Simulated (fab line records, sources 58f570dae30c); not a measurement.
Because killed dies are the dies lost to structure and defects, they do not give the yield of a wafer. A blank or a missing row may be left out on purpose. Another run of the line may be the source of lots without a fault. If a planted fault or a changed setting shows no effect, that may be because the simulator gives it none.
What tool caused it? | flow berkeley-cmos170 | 14 lots with 42 wafers sampled at 3 steps, on a route of 331 steps

## WHAT EACH GAUGE READ, for each wafer
UCB170_PLDD_TW_MEAS_11.
lot  | measured     | on            | PLDD_TW
L171 | day 8 06:21  | film-metro-02 | 1013 1014 1010
L169 | day 8 06:52  | film-metro-01 | 1010 1017 1011
L173 | day 8 07:08  | film-metro-01 | 1015 1012 1013
L176 | day 8 23:44  | film-metro-02 | 1016 1017 1012
L175 | day 9 00:01  | film-metro-01 | 1018 1011 1014
L178 | day 9 08:26  | film-metro-01 | 1013 1016 1015
L177 | day 9 08:47  | film-metro-01 | 1012 1015 1017
L180 | day 9 15:57  | film-metro-03 | 989 994 987
L184 | day 10 11:37 | film-metro-03 | 988 984 987
L185 | day 10 11:55 | film-metro-03 | 983 986 986
L188 | day 11 12:39 | film-metro-02 | 1002 1002 1012
L187 | day 11 12:55 | film-metro-03 | 983 985 986
L189 | day 11 20:59 | film-metro-03 | 986 983 980
L190 | day 11 21:12 | film-metro-01 | 1015 1013 1015

UCB170_M3_CD_MEAS_15: target cd 700 nm.
lot  | measured     | on        | cd-nm (nm)
L171 | day 10 05:18 | cd-sem-01 | 698.6 699.1 700.9
L169 | day 10 05:23 | cd-sem-01 | 700.3 701.4 700.1
L173 | day 10 08:34 | cd-sem-02 | 700.9 702.6 701.5
L176 | day 11 01:25 | cd-sem-02 | 701.0 700.7 699.3
L175 | day 10 23:46 | cd-sem-01 | 698.4 699.9 699.0
L178 | day 11 01:04 | cd-sem-01 | 701.0 702.1 701.6
L177 | day 11 00:13 | cd-sem-02 | 700.4 700.7 699.9
L180 | day 11 07:40 | cd-sem-02 | 699.9 700.4 700.9
L184 | day 12 02:29 | cd-sem-02 | 698.9 699.3 698.9
L185 | day 12 02:49 | cd-sem-01 | 698.2 700.2 700.7
L188 | day 13 00:34 | cd-sem-01 | 700.6 700.8 701.0
L187 | day 13 02:27 | cd-sem-02 | 701.0 700.8 700.2
L189 | day 13 10:35 | cd-sem-01 | 701.3 700.5 701.0
L190 | day 13 08:56 | cd-sem-02 | 698.1 699.5 699.5

## WHICH TOOL RAN EACH LOT (tool, then ch and the chambers of the sampled wafers, then the start)
lot  | UCB170_M1_STRIP_13
L171 | plasma-asher-03 ch 0,1, day 9 12:18
L169 | plasma-asher-01 ch 0,1, day 9 12:49
L173 | plasma-asher-01 ch 0,1, day 9 15:21
L176 | plasma-asher-01 ch 0,1, day 10 05:21
L175 | plasma-asher-01 ch 0,1, day 10 05:25
L178 | plasma-asher-01 ch 0,1, day 10 07:14
L177 | plasma-asher-04 ch 0,1, day 10 07:27
L180 | plasma-asher-03 ch 0,1, day 10 17:15
L184 | plasma-asher-03 ch 0,1, day 11 11:33
L185 | plasma-asher-04 ch 0,1, day 11 11:54
L188 | plasma-asher-03 ch 0,1, day 12 13:29
L187 | plasma-asher-01 ch 0,1, day 12 13:59
L189 | plasma-asher-04 ch 0,1, day 12 21:13
L190 | plasma-asher-03 ch 0,1, day 12 20:50
- UCB170_M1_STRIP_13: strips in O2.

## AS READ BY THE TOOLS THEMSELVES (means over the sampled wafers that have a number; for cases with no such wafer, the mark the record gives instead)
UCB170_M1_STRIP_13.
lot  | tool            | drypump-motor-current-A (A) | oes-product-au (a.u.)
L171 | plasma-asher-03 | 5.71                        | 0.717
L169 | plasma-asher-01 | 6.13                        | 0.721
L173 | plasma-asher-01 | 6.13                        | 0.723
L176 | plasma-asher-01 | 6.13                        | 0.716
L175 | plasma-asher-01 | 6.13                        | 0.719
L178 | plasma-asher-01 | 6.10                        | 0.721
L177 | plasma-asher-04 | 6.33                        | 0.717
L180 | plasma-asher-03 | 5.92                        | 0.719
L184 | plasma-asher-03 | 5.67                        | 0.725
L185 | plasma-asher-04 | 6.21                        | 0.717
L188 | plasma-asher-03 | 5.94                        | 0.721
L187 | plasma-asher-01 | 6.12                        | 0.719
L189 | plasma-asher-04 | 6.32                        | 0.727
L190 | plasma-asher-03 | 5.69                        | 0.722

## THE ANSWER, worked out from the rows above alone
Rule: usual is defined by the lots themselves. The widest of any qualifying gaps counts: lots, ordered by their means at a reading, are off when they make up no more than a third of the lots, leave a main group of 4 or more, and stand apart from it by 3 or more times the standard deviation of that group's means. The tables above print the reading to a certain number of digits; a main group whose means all agree to those digits is not used. Also off: a lot with no number at a reading for which 4 or more lots have one. The other lots that the step has rows for count as sound. First the gauges in route order, then the tools' own readings, where a lot's mean is used as printed above. At the first step where some lot is off, the reading lying furthest off is the one used; lots without a number count as furthest.
None of the lots is off at any reading shown; this tells nothing.

## WHAT THE SIMULATOR PUT IN
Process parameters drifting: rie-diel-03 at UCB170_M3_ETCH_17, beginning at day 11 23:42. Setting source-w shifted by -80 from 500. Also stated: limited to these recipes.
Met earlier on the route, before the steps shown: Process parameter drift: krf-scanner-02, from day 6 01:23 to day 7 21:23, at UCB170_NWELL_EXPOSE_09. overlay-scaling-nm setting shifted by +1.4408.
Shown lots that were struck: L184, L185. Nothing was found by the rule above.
